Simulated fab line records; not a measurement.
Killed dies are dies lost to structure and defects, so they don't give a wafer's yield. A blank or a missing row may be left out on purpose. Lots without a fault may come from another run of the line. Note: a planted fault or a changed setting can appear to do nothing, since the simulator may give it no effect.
fab line records	flow rit_cmos
[record] lots = 14	wafers = 42	last_day = 7
route steps=202 shown GATE@95 M1@202
lots that met no fault: from a run of the same line without faults
start_h: start of the lot's first displayed wafer, in hours after the record's first day	wait_h: hours elapsed since this lot's preceding step	" as in the row above	L1.1+2: several wafers, shown together as one row	- no value, or no start was given	* or withheld: withheld	< > ~ a bound
route shown NAME@n: a module of which the file shows steps, and the number in the route of the first	usual: mean/standard deviation taken from wafers without a fault	same: alike in all rows	chamber/n: place in a boat	sites: readings site by site	_std_site: standard deviation of those values	_edge_site: the outer-site mean with the inner-site mean subtracted	radius_mm: for every site, how far away it sits from the centre of the wafer	mask NAME#n: copy n	behind: the last tool/chamber to shape the wafer	hold: cause of the lot's hold/its duration in hours/its outcome	device: which transistor (n, p or np) failed to switch	end of line: at the end of the route, the tests of the same wafers	a step without rows: its recipe alone	killed: not the wafer's yield, but the dies lost to structure and defects at the first sort	map: dies across one wafer; x = killed, . = not, _ = none there
set.NAME: the setting that was run; set.NAME@STEP: the one run at that earlier step	model.NAME: the simulator's own value behind a step, which no gauge read
route steps across a sampled set of lots; one table per step, one row per wafer
services: the hour from which a tool's chamber was out of use, counted from the record's first day as start_h (under 0 if before that day), plus the number of hours and why
[[steps]]
[step RIT_GATE_ETCH_19]
[recipe] chemistry = SF6/CHF3/O2	time_s = 165	SF6_flow_sccm = 30	CHF3_flow_sccm = 30	O2_flow_sccm = 5	target = poly-Si	pressure_mtorr = 40	rf_w = 160	target_depth_a = 3125	over_etch_frac = 0.25	stop_on = SiO2
[usual] drypump_motor_current_A = 5.6/0.53	oes_product_au = 0.818/0.015	run_length_s = 193.3/0.38	throttle_valve_pct = 10.20/0.11
lot.wafer	tool	chamber	start_h	wait_h	drypump_motor_current_A	oes_product_au	rf_hours_counter_h	run_length_s	throttle_valve_pct
L728.2	rie_si-02	3	36.73	0.1	5.7	0.812	137	193.4	10.26
L728.3	"	2	"	"	6.7	0.837	103	193.3	10.49
L728.5	"	0	"	"	5.7	0.800	-	192.9	10.08
L730.1	rie_si-02	3	46.60	0.1	5.7	0.819	138	193.7	10.25
L730.4	"	0	"	"	5.6	0.802	122	192.7	10.11
L730.6	"	0	"	"	5.6	0.802	-	192.6	10.10
L732.4	rie_si-02	0	56.28	0.1	5.6	0.812	122	192.7	10.11
L732.5	"	0	"	"	5.6	0.805	-	193.0	10.09
L732.6	"	3	"	"	5.7	0.821	-	193.5	10.26
L733.1	rie_si-01	2	61.38	0.1	5.8	0.845	3	193.1	10.18
L733.2	"	3	"	"	5.6	0.810	1	193.5	10.27
L733.4	"	0	"	"	4.7	0.824	3	193.4	10.10
L734.1	rie_si-02	2	68.02	0.1	6.7	0.855	103	193.4	10.49
L734.2	"	1	"	"	4.9	0.823	25	193.6	10.16
L734.3	"	0	"	"	5.6	0.816	122	193.0	10.10
L737.1	rie_si-01	0	82.52	0.1	4.7	0.807	4	193.6	10.09
L737.4	"	1	"	"	5.8	0.788	29	193.2	10.18
L737.6	"	3	"	"	5.6	0.785	-	193.2	10.27
L738.1	rie_si-02	0	87.22	0.1	5.7	0.795	123	193.0	10.09
L738.3	"	1	"	"	4.9	0.810	26	193.5	10.15
L738.5	"	0	"	"	5.6	0.803	-	192.9	10.10
L739.1	rie_si-01	0	91.95	0.1	4.7	0.815	4	193.4	10.11
L739.5	"	3	"	"	5.6	0.805	-	193.2	10.26
L739.6	"	2	"	"	5.8	0.823	-	192.9	10.14
L740.2	rie_si-02	1	96.02	0.1	5.0	0.826	26	194.2	10.15
L740.4	"	3	"	"	5.7	0.825	-	193.6	10.25
L740.5	"	2	"	"	6.7	0.842	-	193.5	10.48
L741.1	rie_si-01	3	103.16	0.1	5.6	0.813	1	193.1	10.26
L741.5	"	1	"	"	5.8	0.806	-	193.4	10.18
L741.6	"	0	"	"	4.7	0.812	-	193.9	10.08
L743.3	rie_si-01	3	111.55	0.1	5.6	0.804	1	193.6	10.26
L743.4	"	1	"	"	5.8	0.796	30	193.2	10.17
L743.5	"	0	"	"	4.7	0.806	-	193.4	10.08
L748.1	rie_si-02	2	136.80	0.1	6.7	0.839	103	193.4	10.49
L748.2	"	3	"	"	5.7	0.696	139	234.0	10.25
L748.6	"	1	"	"	4.9	0.807	-	193.8	10.15
L750.1	rie_si-02	2	147.19	0.1	6.7	0.829	103	193.5	10.51
L750.4	"	1	"	"	4.9	0.814	26	193.7	10.14
L750.6	"	3	"	"	5.7	0.698	-	233.8	10.26
L751.3	rie_si-01	0	156.42	0.1	4.7	0.829	4	193.5	10.08
L751.4	"	3	"	"	5.6	0.820	2	193.3	10.27
L751.6	"	1	"	"	5.8	0.812	-	192.8	10.18
[step RIT_M1_PROBE_99]
[usual] killed_at_contacts = 0.1/0.29	killed_at_front_end = 7/3	killed_dies = 7/3	killed_open = 3.5/2	killed_short = 3.4/2
[same] gross_dies = 264	killed_at_M0_to_M3 = 0	killed_at_M4_up = 0	killed_at_back_side = 0	killed_at_other = 0
lot.wafer	tool	chamber	start_h	wait_h	killed_at_contacts	killed_at_front_end	killed_dies	killed_open	killed_short
L732.4	prober-01	-	76.19	0.2	0	6	6	3	3
L732.5	prober-01	-	76.24	0.2	0	7	7	3	4
L732.6	prober-01	-	76.29	0.2	0	9	9	4	5
L733.1	prober-02	-	82.51	0.1	1	9	10	4	6
L733.2	prober-02	-	82.56	0.1	0	3	3	2	1
L733.4	prober-02	-	82.66	0.2	0	7	7	2	5
L740.2	prober-01	-	116.68	0.1	0	9	9	3	6
L740.4	prober-01	-	116.78	0.2	1	4	5	2	3
L740.5	prober-01	-	116.83	0.2	0	9	9	6	3
L741.1	prober-02	-	122.97	0.1	0	16	16	6	10
L741.5	prober-02	-	123.17	0.2	1	6	7	3	4
L741.6	prober-02	-	123.22	0.2	0	6	6	3	3
L743.4	prober-02	-	131.61	0.2	0	5	5	1	4
L751.3	prober-01	-	177.16	0.2	0	10	10	4	6
L751.4	prober-01	-	177.21	0.2	0	6	6	5	1
L751.6	prober-01	-	177.31	0.2	0	9	9	5	4
// killed by level:class
L732.4 FOX2:geometric_particle:open=2 FOX1:geometric_particle:short=1 GATE:geometric_particle:short=1 REOX:geometric_particle:open=1 SPACER:geometric_particle:short=1
L732.5 GATE:geometric_particle:short=3 SILICIDE:geometric_particle:open=2 FOX1:geometric_particle:short=1 GATE:geometric_particle:open=1
L732.6 GATE:geometric_particle:short=3 GATE:geometric_particle:open=2 SPACER:geometric_particle:open=2 FOX1:geometric_particle:short=1 FOX2:geometric_particle:short=1
L733.1 GATE:geometric_particle:short=2 GATE:geometric_particle:open=2 SPACER:geometric_particle:short=2 FOX1:geometric_particle:open=1 FOX1:geometric_particle:short=1 REOX:geometric_particle:open=1 CONTACT:geometric_particle:short=1
L733.2 FOX2:geometric_particle:open=1 GATE:geometric_particle:open=1 SPACER:geometric_particle:short=1
L733.4 GATE:geometric_particle:short=4 GATE:geometric_particle:open=2 SPACER:geometric_particle:short=1
L740.2 GATE:geometric_particle:short=4 SILICIDE:geometric_particle:short=2 FOX1:geometric_particle:open=1 GATE:geometric_particle:open=1 SPACER:geometric_particle:open=1
L740.4 SILICIDE:geometric_particle:short=2 GATE:geometric_particle:open=1 SILICIDE:geometric_particle:open=1 CONTACT:geometric_particle:short=1
L740.5 GATE:geometric_particle:open=2 SILICIDE:geometric_particle:open=2 FOX1:geometric_particle:open=1 FOX2:geometric_particle:short=1 REOX:geometric_particle:open=1 REOX:geometric_particle:short=1 SILICIDE:geometric_particle:short=1
L741.1 GATE:geometric_particle:short=7 GATE:geometric_particle:open=3 REOX:geometric_particle:short=2 SPACER:geometric_particle:open=2 FOX2:geometric_particle:short=1 REOX:geometric_particle:open=1
L741.5 REOX:geometric_particle:short=2 FOX2:geometric_particle:short=1 GATE:geometric_particle:open=1 REOX:geometric_particle:open=1 SILICIDE:geometric_particle:open=1 CONTACT:geometric_particle:short=1
L741.6 REOX:geometric_particle:short=2 SPACER:geometric_particle:open=2 GATE:geometric_particle:short=1 GATE:geometric_particle:open=1
L743.4 SILICIDE:geometric_particle:short=2 FOX1:geometric_particle:short=1 GATE:geometric_particle:short=1 SPACER:geometric_particle:open=1
L751.3 FOX1:geometric_particle:short=3 FOX2:geometric_particle:open=2 FOX1:geometric_particle:open=1 FOX2:geometric_particle:short=1 REOX:geometric_particle:open=1 SPACER:geometric_particle:short=1 SILICIDE:geometric_particle:short=1
L751.4 FOX2:geometric_particle:open=2 FOX1:geometric_particle:short=1 FOX1:geometric_particle:open=1 SPACER:geometric_particle:open=1 SILICIDE:geometric_particle:open=1
L751.6 SILICIDE:geometric_particle:open=3 FOX1:geometric_particle:short=1 FOX1:geometric_particle:open=1 FOX2:geometric_particle:open=1 FOX2:geometric_particle:short=1 GATE:geometric_particle:short=1 SPACER:geometric_particle:short=1
[[services]]
tool	chamber	start_h	hours	kind
rie_si-02	0	91.42	6.4	repair
rie_si-01	3	117.47	3.6	repair
rie_si-02	-	120.21	0.2	repair
rie_si-02	2	120.96	7.2	repair
rie_si-02	-	151.85	0.7	repair
[[key]]
[first_sign] step = RIT_GATE_ETCH_19	reading = run_length_s	direction = up	sigmas = 99+	usual = *	struck = *
[effect] step = RIT_GATE_ETCH_19	reading = oes_product_au	direction = down	sigmas = 8.3	usual = 0.818	struck = 0.697
met_at RIT_GATE_ETCH_19
struck_lots L748,L750
struck_wafers L748.2,L750.6
tester_left_out L748,L750
onset_between 96.02 136.80
[fault] kind = process_parameter_drift	tool = rie_si-02	chamber = 3	onset_h = 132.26	steps = RIT_GATE_ETCH_19	channel = time_s	offset = *	shape = step	end_h = 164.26	stated = *
// tester_left_out: of these lots the tester's yield and bins aren't shown, on N5 and GAA mostly nor the transistor test; their killed dies are dies lost to structure and defects alone, not to doping, threshold or leakage, so they don't give the yield
